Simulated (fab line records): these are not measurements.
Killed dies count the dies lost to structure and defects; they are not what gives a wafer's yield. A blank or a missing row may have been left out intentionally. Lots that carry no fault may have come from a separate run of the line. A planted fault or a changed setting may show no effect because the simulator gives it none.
2 desks, one fault ; flow rit-cmos ; what lay behind the numbers comes last; until then each desk has only its own

## THE TOOL OWNER'S DESK: implanter-02
The tool's own readings at RIT_NLDD_IMPLANT_08, given as means over the sampled wafers that have a number, one for each lot that went through this tool. A lot is out of limits, marked OUT, if its mean lies more than 4 standard deviations from the usual mean; the brackets give that distance.
Columns: A = dose-ions-cm2 at RIT_NLDD_IMPLANT_08, usual 5.001e+14; B = end-station-pressure-torr at RIT_NLDD_IMPLANT_08, usual 6.3e-06 Torr; C = faraday-current-uA at RIT_NLDD_IMPLANT_08, usual 1573
lot;first seen here;A;B;C
L386;day 3 03:55;5.001e+14;6.0e-06;1575
L391;day 4 05:01;5.001e+14;6.7e-06;1566
L392;day 4 12:55;4.996e+14;6.3e-06;1562
L398;day 5 16:53;7.997e+14 (+99 or more) OUT;7.3e-06;2522 (+31) OUT
L402;day 6 12:30;8.003e+14 (+99 or more) OUT;6.9e-06;2508 (+30) OUT
This desk finds L398, L402 out of limits, L398 being first, at day 5 16:53 (dose-ions-cm2 at RIT_NLDD_IMPLANT_08). L386, L391, L392 stayed within limits.

## FROM THE METROLOGY DESK
Means of the sampled wafers that have a number, per lot and without regard to the tool the lot ran on: this is what the gauges read. A lot is out of limits, marked OUT, if its mean lies more than 4 standard deviations from the usual mean; the brackets give that distance.
Columns: A = NLDD_TW at RIT_NLDD_TW_MEAS_10, usual 2509; B = NLDD_RS at RIT_SDANNEAL_RS_MEAS_07, usual 151.7 ohm/sq
lot;first seen here;A;B
L384;day 2 18:11;2512;151.4
L385;day 2 22:55;2516;151.9
L386;day 3 04:14;2519;151.7
L387;day 3 09:26;2515;152.0
L388;day 3 15:25;2518;151.4
L389;day 3 23:08;2512;153.2
L390;day 4 00:52;2513;151.0
L391;day 4 05:20;2508;151.6
L392;day 4 13:14;2461;152.5
L398;day 5 17:11;2876 (+10) OUT;103.3 (-90) OUT
L402;day 6 12:49;2811 (+8.6) OUT;103.7 (-89) OUT
L404;day 6 22:39;2489;151.4
L405;day 7 02:09;2453;151.6
L406;day 7 09:37;2487;151.8
This desk finds L398, L402 out of limits, with the earliest case on L398 at day 5 17:11 (NLDD_TW at RIT_NLDD_TW_MEAS_10). L384, L385, L386, L387, L388, L389, L390, L391, L392, L404, L405, L406 stayed within limits.

## ALL TOGETHER
On L398, L402, at day 5 16:53, an alarm was possible from the tool owner's desk.
Metrology desk: alarm possible at day 5 17:11 on L398, L402.
The lots listed all ran RIT_NLDD_IMPLANT_08 on implanter-02.

## WHAT THE SIMULATOR HAD PUT IN
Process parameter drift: implanter-02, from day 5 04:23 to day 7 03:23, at RIT_NLDD_IMPLANT_08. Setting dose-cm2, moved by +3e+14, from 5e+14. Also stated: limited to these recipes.
Struck lots among those shown: L398, L402.
Counting hours from when the fault started, the first reading out of limits came at 12 for the tool owner's desk and at 13 for the metrology desk.
